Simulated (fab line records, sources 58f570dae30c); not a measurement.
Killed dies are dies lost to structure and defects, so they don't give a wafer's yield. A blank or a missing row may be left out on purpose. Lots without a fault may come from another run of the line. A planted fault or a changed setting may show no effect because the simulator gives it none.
One fault seen from 2 desks | flow berkeley_cmos170 | each desk has only its own numbers; what lay behind them comes last

THE TOOL OWNER'S DESK: litho_track-02
The tool's own readings at UCB170_PLDD_PEB_04: means of the sampled wafers that have a number, for each lot that ran on this tool. A lot is out of limits, marked OUT, if its mean lies more than 4 standard deviations from the usual mean; the brackets give that distance.
Columns: A = chill_plate_temp_C at UCB170_PLDD_PEB_04, usual 23.01 C; B = heater_power_total_W at UCB170_PLDD_PEB_04, usual 56.80 W; C = plate_temp_C at UCB170_PLDD_PEB_04, usual 130.00 C
lot  | first seen here | A     | B                       | C
L883 | day 7 01:08     | 23.10 | 56.78                   | 130.01
L889 | day 8 01:53     | 23.10 | 56.78                   | 129.93
L890 | day 8 11:59     | 22.98 | 56.84                   | 129.99
L892 | day 8 22:07     | 22.99 | 52.04 (-99 or more) OUT | 121.59 (-60) OUT
L893 | day 9 06:10     | 23.13 | 51.97 (-99 or more) OUT | 121.45 (-61) OUT
L896 | day 10 04:52    | 23.18 | 52.02 (-99 or more) OUT | 121.64 (-60) OUT
This desk's finding: out of limits on L892, L893, L896; first on L892, day 8 22:07 (heater_power_total_W at UCB170_PLDD_PEB_04). In limits: L883, L889, L890.

THE METROLOGY DESK
What the gauges read, lot by lot, whatever tool the lot ran on: means of the sampled wafers that have a number. A lot is out of limits, marked OUT, if its mean lies more than 4 standard deviations from the usual mean; the brackets give that distance.
Columns: A = FIELD_OXIDE_THK at UCB170_FIELD_THK_MEAS_02, usual 557 nm; B = cd_nm at UCB170_GATE_CD_MEAS_12, usual 350.3 nm; C = cd_nm at UCB170_PLDD_CD_MEAS_06, usual 1199.6 nm; D = cd_nm at UCB170_NLDD_CD_MEAS_06, usual 1199.9 nm
lot  | first seen here | A   | B     | C                | D
L883 | day 5 07:59     | 560 | 351.7 | 1197.4           | 1198.5
L887 | day 5 19:20     | 550 | 351.1 | 1199.5           | 1199.3
L885 | day 5 19:25     | 572 | 348.6 | 1199.5           | 1200.9
L888 | day 6 05:14     | 548 | 352.4 | 1200.2           | 1197.6
L889 | day 6 05:16     | 558 | 350.5 | 1198.8           | 1199.8
L890 | day 6 12:45     | 565 | 348.2 | 1201.2           | 1203.3
L892 | day 6 23:26     | 553 | 349.9 | 1118.4 (-62) OUT | 1199.0
L894 | day 7 06:57     | 554 | 346.4 | 1199.6           | 1199.9
L893 | day 7 06:58     | 552 | 351.3 | 1130.9 (-53) OUT | 1198.4
L900 | day 8 09:42     | 546 | 350.1 | 1199.0           | 1201.2
L896 | day 8 09:43     | 548 | 350.7 | 1121.3 (-60) OUT | 1199.4
L901 | day 8 23:47     | 572 | 350.9 | 1199.9           | 1197.7
L903 | day 8 23:47     | 562 | 351.1 | 1198.4           | 1199.5
L904 | day 9 20:31     | 555 | 352.2 | 1199.4           | 1199.9
L906 | day 9 20:31     | 569 | 351.2 | 1201.0           | 1198.5
This desk's finding: out of limits on L892, L893, L896; first on L892, day 8 22:24 (cd_nm at UCB170_PLDD_CD_MEAS_06). In limits: L883, L887, L885, L888, L889, L890, L894, L900, L901, L903, L904, L906.

PUT TOGETHER
The tool owner's desk could have raised an alarm at day 8 22:07, on L892, L893, L896.
The metrology desk could have raised an alarm at day 8 22:24, on L892, L893, L896.
Of the lots named, all ran UCB170_PLDD_PEB_04 on litho_track-02.

WHAT THE SIMULATOR HAD PUT IN
Process parameter drift: litho_track-02, from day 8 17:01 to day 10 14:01, at UCB170_PLDD_PEB_04. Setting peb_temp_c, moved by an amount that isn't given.
Lots struck among those shown: L892, L893, L896.
Hours from the fault's start to each desk's first reading out of limits: the tool owner's desk, 5; the metrology desk, 5.
